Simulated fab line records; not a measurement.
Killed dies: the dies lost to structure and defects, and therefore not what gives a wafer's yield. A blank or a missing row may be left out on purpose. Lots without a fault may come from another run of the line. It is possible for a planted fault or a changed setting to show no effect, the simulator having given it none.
fab line records | flow berkeley_cmos170 | part 1 of 2: steps 1 to 27 of 39
record: lots: 5 wafers: 15 last_day: 12
route steps=331 shown START@5 ZERO@6 NWELL@14 PWELL@34
lots that met no fault: taken from a fault-free run of the same line
start_h: hours from the record's opening day to when the first of the lot's shown wafers began | wait_h: time in hours since the lot's previous step | " as in the row above | L1.1+2: a single row standing in for several wafers | - no value present, or no start provided | * or withheld: withheld | < > ~ a bound
route shown NAME@n: a module of which the file shows steps, and the number in the route of the first | usual: mean/standard deviation taken from wafers without a fault | same: alike in all rows | chamber/n: place in a boat | sites: the reading at each site | _std_site: standard deviation across them | _edge_site: the outer-site mean with the inner-site mean subtracted | radius_mm: for every site, how far away it sits from the centre of the wafer | mask NAME#n: copy n | behind: the most recent tool/chamber to have shaped the wafer | hold: cause of the lot's hold/its duration in hours/its outcome | device: the n, p or np transistor that did not switch | end of line: at the end of the route, the tests of the same wafers | a step given without rows: its recipe and nothing more | killed: dies that structure and defects cost at the first sort, which is not the same as the wafer's yield | map: the dies of a wafer, with x for killed, . for not killed, _ for no die there
set.NAME: the setting the step ran with; set.NAME@STEP: the setting that earlier step ran with | model.NAME: the simulator's own value behind a step, which no gauge read
lots at selected steps of the route; one table per step, one row per wafer
services: the hour from which a tool's chamber was out of use, counted from the record's first day as start_h (under 0 if before that day), plus the number of hours and why
== steps ==
step: UCB170_START_ANNEAL_04
recipe: temp_c: 950 time_s: 1200 ambient: N2
usual: tube_center_temp_C: 950.01/0.081
columns lot.wafer tool chamber start_h wait_h tube_center_temp_C
L075.1 furnace-01 0 23.00 2.0 950.06
L075.2 " 0 " " 950.04
L075.4 " 0 " " 950.04
L080.2 furnace-04 0 50.81 4.1 950.23
L080.4 " 0 " " 950.07
L080.6 " 0 " " 949.98
L087.2 furnace-02 0 79.03 2.2 949.91
L087.5 " 0 " " 950
L087.6 " 0 " " 949.96
L091.2 furnace-01 0 104.75 5.2 949.98
L091.4 " 0 " " 949.9
L091.5 " 0 " " 950.11
L096.2 furnace-01 0 127.47 5.2 949.99
L096.3 " 0 " " 949.98
L096.6 " 0 " " 949.96
step: UCB170_ZERO_HMDS_00
recipe: prime_time_s: 60 prime_temp_c: 100
same: prime_time_s: 60
columns lot.wafer tool chamber start_h wait_h
L075.1+2+4 litho_track-04 0 24.33 0.0
L080.2+4+6 litho_track-02 0 52.17 0.0
L087.2+5+6 litho_track-04 0 80.39 0.0
L091.2+4+5 litho_track-04 0 106.11 0.0
L096.2+3+6 litho_track-01 0 129.65 0.9
step: UCB170_ZERO_COAT_01
recipe: resist: KrF spin_rpm: 1500 resist_thk_nm: 900
usual: spin_speed_rpm: 1500.3/1
columns lot.wafer tool chamber start_h wait_h spin_speed_rpm
L075.1 litho_track-04 0 24.48 0.1 1502.2
L075.2 " 0 " " 1500.7
L075.4 " 0 " " 1501.2
L080.2 litho_track-02 0 52.32 0.1 1500.4
L080.4 " 0 " " 1499.4
L080.6 " 0 " " 1501.2
L087.2 litho_track-04 0 80.54 0.1 1499.5
L087.5 " 0 " " 1502.5
L087.6 " 0 " " 1499.8
L091.2 litho_track-04 0 106.26 0.1 1499.4
L091.4 " 0 " " 1501.1
L091.5 " 0 " " 1499.8
L096.2 litho_track-01 0 129.80 0.1 1499.5
L096.3 " 0 " " 1499.8
L096.6 " 0 " " 1499.6
step: UCB170_ZERO_SOFTBAKE_02
recipe: resist: KrF temp_c: 130 time_s: 60
columns lot.wafer tool chamber start_h wait_h
L075.1+2+4 litho_track-04 0 24.63 0.1
L080.2+4+6 litho_track-02 0 52.47 0.1
L087.2+5+6 litho_track-04 0 80.69 0.1
L091.2+4+5 litho_track-04 0 106.41 0.1
L096.2+3+6 litho_track-01 0 129.95 0.1
step: UCB170_ZERO_EXPOSE_03
recipe: mask_id: PM_MARKS na: 0.5 sigma_outer: 0.6 source_shape: conventional target_cd_nm: 4000 dose_mj: 30
usual: reticle_temp_C: 23.01/0.11
columns lot.wafer tool chamber start_h wait_h mask reticle_temp_C
L075.1 krf_scanner-02 0 25.15 0.5 PM_MARKS#0 22.91
L075.2 " 0 " " PM_MARKS#0 23.00
L075.4 " 0 " " PM_MARKS#0 22.97
L080.2 krf_scanner-02 0 52.74 0.2 PM_MARKS#0 23.19
L080.4 " 0 " " PM_MARKS#0 23.18
L080.6 " 0 " " PM_MARKS#0 23.01
L087.2 krf_scanner-02 0 81.07 0.4 PM_MARKS#0 23.16
L087.5 " 0 " " PM_MARKS#0 22.85
L087.6 " 0 " " PM_MARKS#0 22.88
L091.2 krf_scanner-02 0 106.68 0.2 PM_MARKS#0 23.00
L091.4 " 0 " " PM_MARKS#0 22.89
L091.5 " 0 " " PM_MARKS#0 23.05
L096.2 krf_scanner-01 0 130.18 0.2 PM_MARKS#0 23.00
L096.3 " 0 " " PM_MARKS#0 23.06
L096.6 " 0 " " PM_MARKS#0 23.22
step: UCB170_ZERO_PEB_04
recipe: peb_temp_c: 130 peb_time_s: withheld resist: KrF
columns lot.wafer tool chamber start_h wait_h
L075.1+2+4 litho_track-02 0 25.27 0.1
L080.2+4+6 litho_track-04 0 52.86 0.1
L087.2+5+6 litho_track-04 0 81.20 0.1
L091.2+4+5 litho_track-02 0 106.80 0.1
L096.2+3+6 litho_track-04 0 130.62 0.4
step: UCB170_ZERO_DEVELOP_05
recipe: developer: TMAH develop_time_s: 45 resist: KrF dev_temp_c: 21
columns lot.wafer tool chamber start_h wait_h
L075.1+2+4 litho_track-02 0 - -
L080.2+4+6 litho_track-04 0 - -
L087.2+5+6 litho_track-04 0 - -
L091.2+4+5 litho_track-02 0 - -
L096.2+3+6 litho_track-04 0 - -
step: UCB170_ZERO_ETCH_06
recipe: chemistry: CHF3/CF4/Ar target: SiO2 time_s: 12 pressure_mtorr: 100 rf_w: 500 CHF3_flow_sccm: 50 cf4_flow_sccm: 10 Ar_flow_sccm: 120 over_etch_frac: 1.58
usual: chamber_pressure_mTorr: 100.01/0.087 drypump_motor_current_A: 5.8/0.32 oes_product_au: 0.618/0.0085 throttle_valve_pct: 9.27/0.16
columns lot.wafer tool chamber start_h wait_h chamber_pressure_mTorr drypump_motor_current_A oes_product_au rf_hours_counter_h throttle_valve_pct
L075.1 rie_diel-01 1 25.54 - 99.96 5.8 0.607 12 9.42
L075.2 " 0 " " 99.97 6.1 0.608 105 9.23
L075.4 " 2 " " 99.91 5.7 0.609 137 9.37
L080.2 rie_diel-01 3 53.11 - 100.11 5.4 0.620 10 9.21
L080.4 " 3 " " 99.95 5.4 0.630 - 9.24
L080.6 " 2 " " 100.04 5.8 0.618 - 9.38
L087.2 rie_diel-03 1 81.45 - 99.82 5.7 0.618 117 9.26
L087.5 " 1 " " 99.90 5.7 0.618 - 9.26
L087.6 " 2 " " 100.01 6.2 0.623 - 8.98
L091.2 rie_diel-01 1 107.05 - 100.01 5.8 0.613 16 9.42
L091.4 " 3 " " 100.04 5.4 0.616 - 9.24
L091.5 " 1 " " 99.94 5.8 0.609 - 9.42
L096.2 rie_diel-01 0 130.87 - 100.10 6.1 0.612 108 9.26
L096.3 " 1 " " 100.21 5.8 0.615 17 9.43
L096.6 " 1 " " 99.92 5.8 0.608 - 9.43
step: UCB170_ZERO_STRIP_07
recipe: chemistry: O2 power_w: 400 pressure_mtorr: 3500 platen_temp_c: withheld o2_flow_sccm: 400 overash_fraction: 0.5
usual: chamber_pressure_mTorr: 3500/3.1 drypump_motor_current_A: 5.4/0.33 oes_product_au: 0.728/0.005 strip_time_to_endpoint_s: 21.49/0.06
columns lot.wafer tool chamber start_h wait_h chamber_pressure_mTorr drypump_motor_current_A oes_product_au rf_hours_counter_h strip_time_to_endpoint_s
L075.1 plasma_asher-01 1 25.56 0.0 3494 5.5 0.725 29 21.54
L075.2 " 0 " " 3499 4.9 0.726 29 21.53
L075.4 " 1 " " 3505 5.5 0.728 - 21.48
L080.2 plasma_asher-04 0 53.13 0.0 3499 5.8 0.723 31 21.43
L080.4 " 1 " " 3503 5.3 0.730 - 21.41
L080.6 " 1 " " 3498 5.3 0.723 - 21.47
L087.2 plasma_asher-04 0 81.47 0.0 3504 5.8 0.731 34 21.47
L087.5 " 1 " " 3500 5.3 0.730 - 21.44
L087.6 " 0 " " 3500 5.7 0.737 - 21.58
L091.2 plasma_asher-01 0 107.07 0.0 3495 4.9 0.728 37 21.54
L091.4 " 0 " " 3502 4.8 0.734 - 21.53
L091.5 " 1 " " 3499 5.5 0.730 - 21.54
L096.2 plasma_asher-04 1 130.90 0.0 3507 5.3 0.721 40 21.59
L096.3 " 1 " " 3501 5.4 0.732 - 21.59
L096.6 " 0 " " 3507 5.8 0.731 - 21.56
step: UCB170_NWELL_WET_ETCH_00
recipe: chemistry: dHF dilution: 25:1 target: SiO2 temp_c: 25 time_s: 200
columns lot.wafer tool chamber start_h wait_h
L075.1+2+4 wet_bench-02 2 27.66 2.1
L080.2+4+6 wet_bench-01 0 53.46 0.3
L087.2+5+6 wet_bench-04 3 82.82 1.3
L091.2+4+5 wet_bench-04 2 108.35 1.2
L096.2+3+6 wet_bench-02 2 133.35 2.4
step: UCB170_NWELL_OXIDATION_01
recipe: temp_c: 1000 ambient: O2 target_thk_a: 264 ox_time_s: 1260
usual: tube_center_temp_C: 999.99/0.094
columns lot.wafer tool chamber start_h wait_h tube_center_temp_C
L075.1 furnace-02 0 30.45 2.7 999.96
L075.2 " 0 " " 1000
L075.4 " 0 " " 1000
L080.2 furnace-02 0 55.83 2.3 1000.1
L080.4 " 0 " " 1000
L080.6 " 0 " " 1000
L087.2 furnace-04 0 84.14 1.3 1000.1
L087.5 " 0 " " 1000
L087.6 " 0 " " 1000
L091.2 furnace-01 0 110.50 2.1 999.85
L091.4 " 0 " " 999.85
L091.5 " 0 " " 999.93
L096.2 furnace-01 0 137.55 4.1 999.93
L096.3 " 0 " " 999.86
L096.6 " 0 " " 999.84
step: UCB170_NWELL_THK_MEAS_02
recipe: reads: SiO2_of_NWELL_OXIDATION_01
usual: NWELL_OXIDE_THK: 26.3/0.48
columns lot.wafer tool chamber start_h wait_h NWELL_OXIDE_THK[nm]
L075.1 film_metro-01 - 31.80 0.0 26.6
L075.2 " - " " 27.0
L075.4 " - " " 26.8
L080.2 film_metro-02 - 57.19 0.0 26.3
L080.4 " - " " 26.2
L080.6 " - " " 26.5
L087.2 film_metro-02 - 85.50 0.0 26.4
L087.5 " - " " 26.4
L087.6 " - " " 26.2
L091.2 film_metro-02 - 111.86 0.0 26.1
L091.4 " - " " 26.5
L091.5 " - " " 26.0
L096.2 film_metro-02 - 138.91 0.0 26.4
L096.3 " - " " 26.5
L096.6 " - " " 26.5
step: UCB170_NWELL_ANNEAL_03
recipe: temp_c: 1000 time_s: 900 ambient: N2
usual: tube_center_temp_C: 1000/0.089
columns lot.wafer tool chamber start_h wait_h tube_center_temp_C
L075.1 furnace-01 0 35.62 3.8 999.83
L075.2 " 0 " " 1000.1
L075.4 " 0 " " 999.98
L080.2 furnace-02 0 63.10 5.9 999.92
L080.4 " 0 " " 999.98
L080.6 " 0 " " 1000.1
L087.2 furnace-01 0 90.48 5.0 999.91
L087.5 " 0 " " 1000.1
L087.6 " 0 " " 999.96
L091.2 furnace-02 0 114.93 3.1 999.98
L091.4 " 0 " " 1000.1
L091.5 " 0 " " 999.96
L096.2 furnace-04 0 142.87 3.9 1000.1
L096.3 " 0 " " 1000
L096.6 " 0 " " 1000
step: UCB170_NWELL_CVD_04
recipe: material: Si3N4 target_thk_nm: 224 temp_c: 800 precursor: SiH2Cl2/NH3 time_s: 3360 pressure_mtorr: 200 sih2cl2_flow_sccm: 25 nh3_flow_sccm: 75
columns lot.wafer tool chamber start_h wait_h
L075.1+2+4 lpcvd-01 0 36.87 0.0
L080.2+4+6 lpcvd-01 0 64.35 0.0
L087.2+5+6 lpcvd-01 1 91.73 0.0
L091.2+4+5 lpcvd-01 1 116.18 0.0
L096.2+3+6 lpcvd-02 1 144.12 0.0
step: UCB170_NWELL_THK_MEAS_05
recipe: reads: Si3N4_of_NWELL_CVD_04
usual: NWELL_NITRIDE_THK: 224.3/2
columns lot.wafer tool chamber start_h wait_h NWELL_NITRIDE_THK[nm]
L075.1 film_metro-02 - 38.80 0.0 225.3
L075.2 " - " " 223.2
L075.4 " - " " 225.8
L080.2 film_metro-02 - 66.29 0.0 219.5
L080.4 " - " " 221.5
L080.6 " - " " 221.8
L087.2 film_metro-02 - 93.67 0.0 222.4
L087.5 " - " " 223.2
L087.6 " - " " 224.3
L091.2 film_metro-04 - 119.09 0.0 225.4
L091.4 " - " " 228.3
L091.5 " - " " 225.5
L096.2 film_metro-04 - 147.03 0.0 225.5
L096.3 " - " " 223.2
L096.6 " - " " 223.5
step: UCB170_NWELL_HMDS_06
recipe: prime_time_s: 60 prime_temp_c: 100
same: prime_time_s: 60
columns lot.wafer tool chamber start_h wait_h
L075.1+2+4 litho_track-03 0 38.93 0.1
L080.2+4+6 litho_track-02 0 66.51 0.2
L087.2+5+6 litho_track-04 0 94.41 0.7
L091.2+4+5 litho_track-04 0 119.17 0.1
L096.2+3+6 litho_track-03 0 147.32 0.3
step: UCB170_NWELL_COAT_07
recipe: resist: KrF spin_rpm: 1500 resist_thk_nm: 900
usual: spin_speed_rpm: 1500.2/1.2
columns lot.wafer tool chamber start_h wait_h spin_speed_rpm
L075.1 litho_track-03 0 39.08 0.1 1501.3
L075.2 " 0 " " 1499.3
L075.4 " 0 " " 1500.3
L080.2 litho_track-02 0 66.66 0.1 1499.9
L080.4 " 0 " " 1500.2
L080.6 " 0 " " 1499.9
L087.2 litho_track-04 0 94.56 0.1 1500.1
L087.5 " 0 " " 1501.4
L087.6 " 0 " " 1500.2
L091.2 litho_track-04 0 119.32 0.1 1501.3
L091.4 " 0 " " 1502.0
L091.5 " 0 " " 1500.6
L096.2 litho_track-03 0 147.47 0.1 1498.6
L096.3 " 0 " " 1498.7
L096.6 " 0 " " 1500.9
step: UCB170_NWELL_SOFTBAKE_08
recipe: resist: KrF temp_c: 130 time_s: 60
columns lot.wafer tool chamber start_h wait_h
L075.1+2+4 litho_track-03 0 39.23 0.1
L080.2+4+6 litho_track-02 0 66.81 0.1
L087.2+5+6 litho_track-04 0 94.71 0.1
L091.2+4+5 litho_track-04 0 119.47 0.1
L096.2+3+6 litho_track-03 0 147.62 0.1
step: UCB170_NWELL_EXPOSE_09
recipe: mask_id: NWELL target_cd_nm: 3000 na: 0.5 sigma_outer: 0.6 source_shape: conventional dose_mj: 25
usual: reticle_temp_C: 23.02/0.1
columns lot.wafer tool chamber start_h wait_h mask reticle_temp_C
L075.1 krf_scanner-01 0 39.50 0.2 NWELL#0 22.92
L075.2 " 0 " " NWELL#0 22.85
L075.4 " 0 " " NWELL#0 22.88
L080.2 krf_scanner-01 0 67.05 0.2 NWELL#0 23.15
L080.4 " 0 " " NWELL#0 22.99
L080.6 " 0 " " NWELL#0 23.12
L087.2 krf_scanner-02 0 95.20 0.5 NWELL#0 22.96
L087.5 " 0 " " NWELL#0 23.02
L087.6 " 0 " " NWELL#0 23.09
L091.2 krf_scanner-02 0 119.61 0.1 NWELL#0 23.05
L091.4 " 0 " " NWELL#0 23.15
L091.5 " 0 " " NWELL#0 23.12
L096.2 krf_scanner-01 0 147.76 0.1 NWELL#0 23.10
L096.3 " 0 " " NWELL#0 22.99
L096.6 " 0 " " NWELL#0 23.00
step: UCB170_NWELL_PEB_10
recipe: peb_temp_c: 130 peb_time_s: withheld resist: KrF
columns lot.wafer tool chamber start_h wait_h
L075.1+2+4 litho_track-03 0 39.83 0.3
L080.2+4+6 litho_track-02 0 67.69 0.6
L087.2+5+6 litho_track-03 0 96.02 0.8
L091.2+4+5 litho_track-03 0 119.95 0.3
L096.2+3+6 litho_track-03 0 148.22 0.4
step: UCB170_NWELL_DEVELOP_11
recipe: developer: TMAH develop_time_s: 45 resist: KrF dev_temp_c: 21
columns lot.wafer tool chamber start_h wait_h
L075.1+2+4 litho_track-03 0 - -
L080.2+4+6 litho_track-02 0 - -
L087.2+5+6 litho_track-03 0 - -
L091.2+4+5 litho_track-03 0 - -
L096.2+3+6 litho_track-03 0 - -
step: UCB170_NWELL_OVL_MEAS_12
usual: NWELL_OVL: -5/4.7
columns lot.wafer tool chamber start_h wait_h NWELL_OVL[nm]
L075.1 overlay-02 - 40.10 - -6
L075.2 " - " " 1
L075.4 " - " " -2
L080.2 overlay-02 - 67.94 - 4
L080.4 " - " " 1
L080.6 " - " " -4
L087.2 overlay-01 - 96.27 - -2
L087.5 " - " " -7
L087.6 " - " " 1
L091.2 overlay-01 - 120.21 - -7
L091.4 " - " " -7
L091.5 " - " " 0
L096.2 overlay-01 - 148.47 - -8
L096.3 " - " " 0
L096.6 " - " " 0
step: UCB170_NWELL_ETCH_13
recipe: chemistry: CH3F/Ar/O2 target: Si3N4 stop_on: SiO2 CH3F_flow_sccm: 20 Ar_flow_sccm: 50 O2_flow_sccm: 7 pressure_mtorr: 50 rf_w: 450 target_depth_a: 2464 over_etch_frac: 0.1 time_s: 154
usual: chamber_pressure_mTorr: 50.00/0.046 drypump_motor_current_A: 5.8/0.32 oes_product_au: 0.943/0.012 throttle_valve_pct: 8.02/0.17
columns lot.wafer tool chamber start_h wait_h chamber_pressure_mTorr drypump_motor_current_A oes_product_au rf_hours_counter_h throttle_valve_pct
L075.1 rie_diel-04 1 40.14 0.0 49.96 5.8 0.946 22 8.05
L075.2 " 0 " " 49.92 5.9 0.917 18 7.81
L075.4 " 2 " " 50.01 5.4 0.958 92 7.93
L080.2 rie_diel-02 1 67.97 0.0 50.01 5.8 0.929 97 7.81
L080.4 " 1 " " 49.98 5.8 0.925 - 7.81
L080.6 " 2 " " 49.94 5.6 0.923 - 7.93
L087.2 rie_diel-04 3 96.30 0.0 50.01 5.7 0.941 4 8.27
L087.5 " 0 " " 49.95 5.9 0.919 - 7.83
L087.6 " 1 " " 49.90 5.7 0.938 - 8.04
L091.2 rie_diel-04 1 120.24 0.0 50.07 5.7 0.939 26 8.05
L091.4 " 0 " " 49.92 5.9 0.929 22 7.83
L091.5 " 2 " " 50.02 5.4 0.955 - 7.92
L096.2 rie_diel-04 1 148.50 0.0 50.02 5.7 0.942 27 8.04
L096.3 " 0 " " 49.90 5.9 0.923 23 7.84
L096.6 " 3 " " 50.02 5.7 0.938 - 8.26
step: UCB170_NWELL_IMPLANT_14
recipe: species: P dose_cm2: 1e+13 energy_kev: 150 tilt_deg: 7
usual: end_station_pressure_torr: 5.01e-06/2.4e-07
columns lot.wafer tool chamber start_h wait_h end_station_pressure_torr
L075.1 implanter-03 0 40.24 0.1 4.8e-06
L075.2 " 0 " " 4.95e-06
L075.4 " 0 " " 5.15e-06
L080.2 implanter-02 0 68.10 0.1 5.21e-06
L080.4 " 0 " " 5.09e-06
L080.6 " 0 " " 5.16e-06
L087.2 implanter-03 0 96.43 0.1 4.86e-06
L087.5 " 0 " " 4.93e-06
L087.6 " 0 " " 4.73e-06
L091.2 implanter-01 0 120.36 0.1 5.35e-06
L091.4 " 0 " " 5.2e-06
L091.5 " 0 " " 4.55e-06
L096.2 implanter-03 0 148.63 0.1 4.82e-06
L096.3 " 0 " " 4.92e-06
L096.6 " 0 " " 5.2e-06
step: UCB170_NWELL_STRIP_15
recipe: chemistry: O2 power_w: 400 pressure_mtorr: 3500 platen_temp_c: withheld o2_flow_sccm: 400 overash_fraction: 0.5
usual: chamber_pressure_mTorr: 3500/3.3 drypump_motor_current_A: 5.5/0.44 oes_product_au: 0.721/0.0046 strip_time_to_endpoint_s: 18.04/0.1
columns lot.wafer tool chamber start_h wait_h chamber_pressure_mTorr drypump_motor_current_A oes_product_au rf_hours_counter_h strip_time_to_endpoint_s
L075.1 plasma_asher-01 1 40.39 0.1 3499 5.5 0.719 31 18.13
L075.2 " 0 " " 3504 4.8 0.714 31 18.05
L075.4 " 0 " " 3507 4.8 0.725 - 17.99
L080.2 plasma_asher-02 0 68.23 0.1 3499 5.7 0.720 26 17.98
L080.4 " 0 " " 3499 5.7 0.722 - 17.92
L080.6 " 1 " " 3501 6.2 0.719 - 17.85
L087.2 plasma_asher-01 0 96.55 0.1 3497 4.9 0.719 36 18.03
L087.5 " 1 " " 3509 5.5 0.729 - 18.04
L087.6 " 0 " " 3505 4.9 0.720 - 18.10
L091.2 plasma_asher-01 0 120.49 0.1 3500 4.8 0.714 39 18.10
L091.4 " 1 " " 3499 5.5 0.724 - 18.09
L091.5 " 0 " " 3503 4.9 0.720 - 17.99
L096.2 plasma_asher-03 0 148.75 0.1 3501 5.8 0.717 4 18.03
L096.3 " 0 " " 3501 5.8 0.714 - 17.98
L096.6 " 0 " " 3501 5.8 0.725 - 17.96
step: UCB170_NWELL_TW_MEAS_16
usual: NWELL_TW: 1259/16
columns lot.wafer tool chamber start_h wait_h NWELL_TW
L075.1 film_metro-02 - 40.49 0.1 1259
L075.2 " - " " 1260
L075.4 " - " " 1256
L080.2 film_metro-01 - 68.34 0.1 1278
L080.4 " - " " 1276
L080.6 " - " " 1282
L087.2 film_metro-01 - 96.66 0.1 1280
L087.5 " - " " 1277
L087.6 " - " " 1276
L091.2 film_metro-02 - 120.60 0.1 1246
L091.4 " - " " 1248
L091.5 " - " " 1253
L096.2 film_metro-02 - 148.86 0.1 1245
L096.3 " - " " 1248
L096.6 " - " " 1243
step: UCB170_NWELL_CLEAN_17
recipe: chemistry: SPM temp_c: 120 time_s: 600
usual: bath_guard_temp_C: 120.2/0.48
columns lot.wafer tool chamber start_h wait_h bath_guard_temp_C
L075.1 wet_bench-01 3 40.55 0.1 119.7
L075.2 " 3 " " 119.1
L075.4 " 3 " " 119.2
L080.2 wet_bench-04 1 68.39 0.0 119.9
L080.4 " 1 " " 119.9
L080.6 " 1 " " 119.8
L087.2 wet_bench-04 1 96.71 0.0 119.9
L087.5 " 1 " " 119.8
L087.6 " 1 " " 119.4
L091.2 wet_bench-04 0 120.65 0.0 120.3
L091.4 " 0 " " 120.3
L091.5 " 0 " " 120.3
L096.2 wet_bench-04 1 149.09 0.2 119.9
L096.3 " 1 " " 119.6
L096.6 " 1 " " 119.8
